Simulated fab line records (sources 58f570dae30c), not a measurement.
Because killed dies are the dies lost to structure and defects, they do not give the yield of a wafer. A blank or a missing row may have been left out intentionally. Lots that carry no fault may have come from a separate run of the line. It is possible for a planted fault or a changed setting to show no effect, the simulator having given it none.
What tool caused it? ; flow berkeley-cmos170 ; 7 lots (21 wafers sampled), 1 step of a 331-step route

## WHAT THE GAUGES SHOWED, per wafer
UCB170_ACTIVE_CD_MEAS_90 targets a cd of 1200 nm.
lot;measured;on;cd-nm (nm)
L582;day 4 13:07;cd-sem-01;1198.7 1196.6 1197.1
L585;day 4 21:50;cd-sem-02;1199.7 1199.4 1199.5
L587;day 5 12:36;cd-sem-02;1195.4 1196.1 1196.8
L588;day 6 03:48;cd-sem-01;1197.3 1196.8 1198.5
L594;day 6 18:07;cd-sem-02;1200.7 1199.9 1199.7
L599;day 8 00:56;cd-sem-02;1199.1 1199.7 1199.6
L601;day 8 13:50;cd-sem-02;1200.6 1200.7 1199.0

## WHICH TOOL RAN EACH LOT (tool, then ch and the chambers of the sampled wafers, then the start)
No process step before these readings appears in the record.

## THE ANSWER, worked out from the rows above alone
Rule: usual is defined by the lots themselves. Put in order of their means at a reading, lots are off if they are a third of the lots or fewer, leave a main group of 4 or more, and stand apart from it by a gap of 3 or more times the standard deviation of the main group's means; of several such gaps the widest counts. If all means in a main group match to the digits the tables above print for the reading, that group is not used. Also off: a lot with no number at a reading for which 4 or more lots have one. Where the step has rows for the other lots, those lots are counted as sound.
No lot is off at any reading shown: from this, nothing can be told.

## WHAT HAD BEEN PUT IN BY THE SIMULATOR
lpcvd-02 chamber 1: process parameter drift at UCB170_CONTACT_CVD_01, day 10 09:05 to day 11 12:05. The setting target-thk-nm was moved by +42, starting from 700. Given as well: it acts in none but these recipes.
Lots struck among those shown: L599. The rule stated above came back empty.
